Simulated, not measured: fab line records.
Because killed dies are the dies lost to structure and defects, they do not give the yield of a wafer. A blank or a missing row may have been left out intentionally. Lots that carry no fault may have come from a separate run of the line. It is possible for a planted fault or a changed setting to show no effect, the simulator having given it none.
fab line records    flow ritCmos
record lots=5  wafers=23
route steps=202 shown NSD@133 SDANNEAL@154 M1@188
startH: hours from the record's first day to the start of the lot's first wafer shown    waitH: hours elapsed since this lot's preceding step    " identical to the entry in the row above    L1.1+2: one row covering several wafers at once    - either no value or no given start    * or withheld: withheld    < > ~ a bound
route shown NAME@n: NAME is a module with steps in the file, n the number in the route of the first one    usual: mean and standard deviation over wafers with no fault    same: alike in all rows    chamber/n: place in a boat    sites: per-site readings    _std_site: standard deviation across them    _edge_site: outer sites' mean less inner sites'    radiusMm: for every site, how far away it sits from the centre of the wafer    mask NAME#n: copy n    behind: the tool/chamber that last shaped the wafer    hold: what put the lot on hold/how long, in hours/how the hold closed    device: the n, p or np transistor that did not switch    end of line: at the end of the route, the tests of the same wafers    a step with no rows: only its recipe    killed: dies lost to structure and defects at the first sort, not the wafer's yield    map: the dies of a wafer, with x for killed, . for not killed, _ for no die there
set.NAME: the run value of the setting; set.NAME@STEP: its run value at that earlier step    model.NAME: the simulator's own value behind a step, which no gauge read
lots run with intentionally changed settings; tables by step, rows by wafer
## steps
# step RIT_NSD_SOFTBAKE_02
# recipe resist=NOVOLAK  tempC=90  timeS=60
lot.wafer  tool           chamber  startH  waitH  set.tempC  model.NOVOLAK_of_NSD_COAT_01.thkNm
L076.1+3   lithoTrack-02  0        61.40   0.1    90         1003
L076.6     "              0        "       "      90         1000
L077.1     lithoTrack-04  0        63.31   0.1    89.05      999.1
L077.3     "              0        "       "      89.05      1003
L077.4     "              0        "       "      90         1002
L077.5     "              0        "       "      90         998.2
L077.6     "              0        "       "      90         1001
L078.1     lithoTrack-02  0        68.22   0.1    93.72      993.1
L078.2     "              0        "       "      90         1003
L078.3     "              0        "       "      90         1000
L078.4     "              0        "       "      90         1002
L078.5     "              0        "       "      93.72      990.5
L080.1     lithoTrack-02  0        81.77   0.1    91.53      998.4
L080.2     "              0        "       "      91.53      999.2
L080.3     "              0        "       "      91.53      1003
L080.5+6   "              0        "       "      90         1003
L084.1+5   lithoTrack-02  0        99.31   0.1    90         1003
L084.2+3   "              0        "       "      93.06      995.8
L084.4     "              0        "       "      90         1001
# step RIT_NSD_EXPOSE_03
# recipe maskId=M9  na=0.57  targetCdNm=40700  doseMj=250
# step RIT_NSD_PEB_04
# recipe resist=NOVOLAK  tempC=withheld  timeS=withheld
# step RIT_NSD_DEVELOP_05
# recipe resist=NOVOLAK  developTimeS=50  devTempC=23
lot.wafer  tool           chamber  startH  waitH  set.tempC@NSD_SOFTBAKE_02  model.NOVOLAK_of_NSD_COAT_01.thkNm
L076.1+3   lithoTrack-04  0        -       -      90                         1003
L076.6     "              0        "       "      90                         1000
L077.1     lithoTrack-02  0        -       -      89.05                      1001
L077.3     "              0        "       "      89.05                      1005
L077.4     "              0        "       "      90                         1002
L077.5     "              0        "       "      90                         997.8
L077.6     "              0        "       "      90                         1000
L078.1     lithoTrack-04  0        -       -      93.72                      992.8
L078.2     "              0        "       "      90                         1002
L078.3     "              0        "       "      90                         1000
L078.4     "              0        "       "      90                         1001
L078.5     "              0        "       "      93.72                      990.2
L080.1     lithoTrack-03  0        -       -      91.53                      998.1
L080.2     "              0        "       "      91.53                      998.9
L080.3     "              0        "       "      91.53                      1002
L080.5     "              0        "       "      90                         1002
L080.6     "              0        "       "      90                         1003
L084.1+5   lithoTrack-02  0        -       -      90                         1003
L084.2+3   "              0        "       "      93.06                      995.4
L084.4     "              0        "       "      90                         1001
# step RIT_NSD_IMPLANT_08
# recipe species=P  energyKev=25  doseCm2=1e+15  tiltDeg=7
lot.wafer   tool          chamber  startH  waitH  set.energyKev  model.implant.rpNm  model.implant.drpNm
L076.1+3+6  implanter-02  0        62.13   0.1    25             32.33               14.84
L077.1+6    implanter-04  0        64.17   0.1    25             33.41               14.84
L077.3+4+5  "             0        "       "      26.26          34.53               15.28
L078.1+4+5  implanter-02  0        69.26   0.1    25.39          31.87               14.98
L078.2+3    "             0        "       "      25             31.54               14.84
L080.1+5    implanter-03  0        82.51   0.1    26.22          33.06               15.27
L080.2+3+6  "             0        "       "      25             32.01               14.84
L084.1+2+5  implanter-02  0        100.05  0.1    25             31.6                14.84
L084.3+4    "             0        "       "      25.83          32.3                15.13
# step RIT_SDANNEAL_CLEAN_01
# recipe chemistry=dHF  dilution=50:1  timeS=30
lot.wafer  tool         chamber  startH  waitH  set.timeS  model.Si3N4_of_SPACER_CVD_03.thkNm
L076.1     wetBench-03  1        64.24   0.0    30         194.1
L076.3     "            1        "       "      30         194.4
L076.6     "            1        "       "      30         194.3
L077.1     -            -        -       0.0    31.74      209.5
L077.3+6   "            -        "       "      31.74      210.7
L077.4     "            -        "       "      31.74      210.9
L077.5     "            -        "       "      31.74      210.8
L078.1     -            -        -       0.0    33.83      221.3
L078.2     "            -        "       "      33.83      219.7
L078.3     "            -        "       "      33.83      220.8
L078.4     "            -        "       "      33.83      220.7
L078.5     "            -        "       "      33.83      219.8
L080.1     -            -        -       0.0    27.73      165.9
L080.2     "            -        "       "      27.73      165.6
L080.3     "            -        "       "      27.73      166.4
L080.5     "            -        "       "      27.73      164
L080.6     "            -        "       "      27.73      165.3
L084.1     -            -        -       0.0    30         194.4
L084.2     "            -        "       "      30         195.8
L084.3     "            -        "       "      30         193.2
L084.4     "            -        "       "      30         195.2
L084.5     "            -        "       "      30         192.9
# step RIT_M1_COAT_04
# recipe resist=NOVOLAK  spinRpm=2000  resistThkNm=1300
lot.wafer  tool           chamber  startH  waitH  set.spinRpm  model.NOVOLAK_of_M1_COAT_04.thkNm
L076.1     lithoTrack-01  0        68.62   0.1    2000         1302
L076.3     "              0        "       "      2000         1307
L076.6     "              0        "       "      2000         1303
L077.1     lithoTrack-03  0        71.04   0.1    2146         1259
L077.3     "              0        "       "      2000         1301
L077.4     "              0        "       "      2146         1256
L077.5     "              0        "       "      2000         1308
L077.6     "              0        "       "      2146         1257
L078.1+2   lithoTrack-03  0        75.74   0.1    2000         1299
L078.3+4   "              0        "       "      2124         1259
L078.5     "              0        "       "      2000         1302
L080.1     lithoTrack-01  0        88.66   0.1    2149         1260
L080.2     "              0        "       "      2149         1255
L080.3     "              0        "       "      2000         1298
L080.5     "              0        "       "      2000         1299
L080.6     "              0        "       "      2149         1257
L084.1     lithoTrack-01  0        106.35  0.1    2050         1273
L084.2+4   "              0        "       "      2000         1293
L084.3     "              0        "       "      2000         1296
L084.5     "              0        "       "      2050         1284
# step RIT_M1_SOFTBAKE_05
# recipe resist=NOVOLAK  tempC=90  timeS=60
# step RIT_M1_EXPOSE_06
# recipe maskId=M12  na=0.6  sourceShape=conventional  sigmaOuter=0.5  targetCdNm=2600  doseMj=250
# step RIT_M1_HARDBAKE_11
# recipe resist=NOVOLAK  tempC=140  timeS=120
lot.wafer  tool           chamber  startH  waitH  set.spinRpm@M1_COAT_04  model.NOVOLAK_of_M1_COAT_04.thkNm
L076.1     lithoTrack-03  0        69.85   0.0    2000                    1139
L076.3     "              0        "       "      2000                    1143
L076.6     "              0        "       "      2000                    1140
L077.1     lithoTrack-03  0        72.05   0.0    2146                    1102
L077.3     "              0        "       "      2000                    1138
L077.4     "              0        "       "      2146                    1099
L077.5     "              0        "       "      2000                    1144
L077.6     "              0        "       "      2146                    1100
L078.1+2   lithoTrack-01  0        76.75   0.0    2000                    1136
L078.3+4   "              0        "       "      2124                    1102
L078.5     "              0        "       "      2000                    1139
L080.1     lithoTrack-02  0        89.67   0.0    2149                    1103
L080.2     "              0        "       "      2149                    1098
L080.3     "              0        "       "      2000                    1135
L080.5     "              0        "       "      2000                    1136
L080.6     "              0        "       "      2149                    1100
L084.1     lithoTrack-02  0        107.37  0.0    2050                    1114
L084.2+4   "              0        "       "      2000                    1131
L084.3     "              0        "       "      2000                    1133
L084.5     "              0        "       "      2050                    1123
# step RIT_M1_METAL_ETCH_12
# recipe stopOn=SiO2  chemistry=Cl2/BCl3  target=Al  timeS=165  overEtchFrac=0.5  pressureMtorr=100  targetDepthA=6000  rfW=250  Cl2_flow_sccm=60  bcl3FlowSccm=50
lot.wafer  tool         chamber  startH  waitH  set.rfW  set.spinRpm@M1_COAT_04  model.NOVOLAK_of_M1_COAT_04.thkNm
L076.1     rieMetal-03  0        70.10   0.2    250      2000                    789.1
L076.3     "            0        "       "      250      2000                    792.9
L076.6     "            0        "       "      250      2000                    785.9
L077.1     rieMetal-02  1        72.30   0.2    250      2146                    766.1
L077.3     "            0        "       "      250      2000                    807.6
L077.4     "            1        "       "      250      2146                    760.6
L077.5     "            0        "       "      250      2000                    813.4
L077.6     "            1        "       "      250      2146                    765.6
L078.1     rieMetal-04  1        77.00   0.2    250      2000                    812.1
L078.2     "            0        "       "      250      2000                    800.9
L078.3     "            1        "       "      250      2124                    775.3
L078.4     "            0        "       "      271.2    2124                    736.2
L078.5     "            0        "       "      271.2    2000                    776.6
L080.1     rieMetal-02  0        89.92   0.2    260.9    2149                    764.8
L080.2     "            1        "       "      250      2149                    762.3
L080.3     "            0        "       "      260.9    2000                    799.8
L080.5     "            0        "       "      250      2000                    812.7
L080.6     "            1        "       "      250      2149                    762.9
L084.1     rieMetal-04  0        107.62  0.2    250      2050                    772.1
L084.2     "            1        "       "      250      2000                    802
L084.3     "            1        "       "      269.7    2000                    779
L084.4     "            0        "       "      269.7    2000                    766
L084.5     "            1        "       "      269.7    2050                    768.5
# step RIT_M1_STRIP_13
# recipe chemistry=nmp  resist=NOVOLAK  tempC=80  timeS=600  dry=n2Spin
# step RIT_M1_STRIP_14
# recipe chemistry=O2  timeS=180  platenTempC=withheld  powerW=500  pressureMtorr=4000  o2FlowSccm=4000
# step RIT_M1_ANNEAL_15
# recipe tempC=450  timeS=1800  ambient=forming_gas_H2N2
# step RIT_M1_PROBE_99
lot.wafer  tool       chamber  startH  waitH  set.developTimeS@GATE_DEVELOP_15  set.timeS@SPACER_CVD_03  model.etest.nplusSal.widthNm  model.etest.pplusSal.widthNm  model.etest.nmos_0p15.driveUaUm
L076.1     prober-02  -        72.36   0.1    50                                3300                     3446                          3448                          476.6
L076.3     prober-02  -        72.46   0.2    50                                3300                     3470                          3435                          472.7
L076.6     prober-02  -        72.61   0.2    50                                3300                     3464                          3468                          476.5
L077.1     prober-01  -        74.89   0.1    50                                3562                     3416                          3424                          509.5
L077.3     prober-01  -        74.99   0.2    50                                3562                     3411                          3398                          510
L077.4     prober-01  -        75.04   0.2    50                                3562                     3389                          3391                          500.3
L077.5     prober-01  -        75.09   0.2    50                                3562                     3410                          3424                          512.9
L077.6     prober-01  -        75.14   0.2    50                                3562                     3392                          3400                          522.2
L078.1     prober-02  -        79.26   0.1    55.23                             3772                     3363                          3365                          478.9
L078.2     prober-02  -        79.31   0.1    55.23                             3772                     3382                          3379                          472.2
L078.3     prober-02  -        79.36   0.2    50                                3772                     3396                          3378                          416.2
L078.4     prober-02  -        79.41   0.2    50                                3772                     3370                          3357                          406.8
L078.5     prober-02  -        79.46   0.2    50                                3772                     3389                          3407                          409.8
L080.1     prober-01  -        94.01   0.4    50                                2826                     3512                          3512                          444.2
L080.2     prober-01  -        94.06   0.4    50                                2826                     3521                          3523                          464
L080.3     prober-01  -        94.11   0.4    50                                2826                     3506                          3534                          440.1
L080.5     prober-01  -        94.21   0.5    50                                2826                     3520                          3515                          468.7
L080.6     prober-01  -        94.26   0.5    50                                2826                     3501                          3538                          439.7
L084.1     prober-02  -        109.96  0.1    50                                3300                     3469                          3476                          481.9
L084.2     prober-02  -        110.01  0.1    50                                3300                     3458                          3447                          475.1
L084.3     prober-02  -        110.06  0.2    52.02                             3300                     3448                          3453                          510.3
L084.4     prober-02  -        110.11  0.2    50                                3300                     3441                          3460                          453.4
L084.5     prober-02  -        110.16  0.2    52.02                             3300                     3446                          3453                          479.2
# killed by level:class
L076.1 FOX1:geometricParticle:short=2 GATE:geometricParticle:short=2 SILICIDE:geometricParticle:open=2 GATE:geometricParticle:open=1 SPACER:geometricParticle:open=1 SILICIDE:geometricParticle:short=1
L076.3 GATE:geometricParticle:open=3 FOX1:geometricParticle:short=2 FOX1:geometricParticle:open=1 GATE:geometricParticle:short=1 SPACER:geometricParticle:open=1
L076.6 FOX1:geometricParticle:open=1 GATE:geometricParticle:short=1 GATE:geometricParticle:open=1 REOX:geometricParticle:short=1 SPACER:geometricParticle:open=1 SPACER:geometricParticle:short=1
## key
split step=RIT_NSD_SOFTBAKE_02  setting=tempC  stated=90  by=wafer
response step=RIT_NSD_SOFTBAKE_02  reading=model.NOVOLAK_of_NSD_COAT_01.thkNm  change=-2.12  per=1%  r=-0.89
response step=RIT_NSD_DEVELOP_05  reading=model.NOVOLAK_of_NSD_COAT_01.thkNm  change=-2.2  per=1%  r=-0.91
split step=RIT_NSD_IMPLANT_08  setting=energyKev  stated=25  by=wafer
response step=RIT_NSD_IMPLANT_08  reading=model.implant.rpNm  change=+0.218  per=1%  r=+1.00
response step=RIT_NSD_IMPLANT_08  reading=model.implant.drpNm  change=+0.0887  per=1%  r=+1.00
split step=RIT_SDANNEAL_CLEAN_01  setting=timeS  stated=30  by=lot
response step=RIT_SDANNEAL_CLEAN_01  reading=model.Si3N4_of_SPACER_CVD_03.thkNm  change=+2.7  per=1%  r=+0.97
split step=RIT_M1_COAT_04  setting=spinRpm  stated=2000  by=wafer
response step=RIT_M1_COAT_04  reading=model.NOVOLAK_of_M1_COAT_04.thkNm  change=-6.16  per=1%  r=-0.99
response step=RIT_M1_HARDBAKE_11  reading=model.NOVOLAK_of_M1_COAT_04.thkNm  change=-5.3  per=1%  r=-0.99
response step=RIT_M1_METAL_ETCH_12  reading=model.NOVOLAK_of_M1_COAT_04.thkNm  change=-6.14  per=1%  r=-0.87
split step=RIT_M1_METAL_ETCH_12  setting=rfW  stated=250  by=wafer
response none clear
split outsideThisFile step=RIT_GATE_DEVELOP_15 setting=developTimeS
split outsideThisFile step=RIT_SPACER_CVD_03 setting=timeS
# split outsideThisFile: this setting was split too, and the file shows its column; the key of that split is in another file
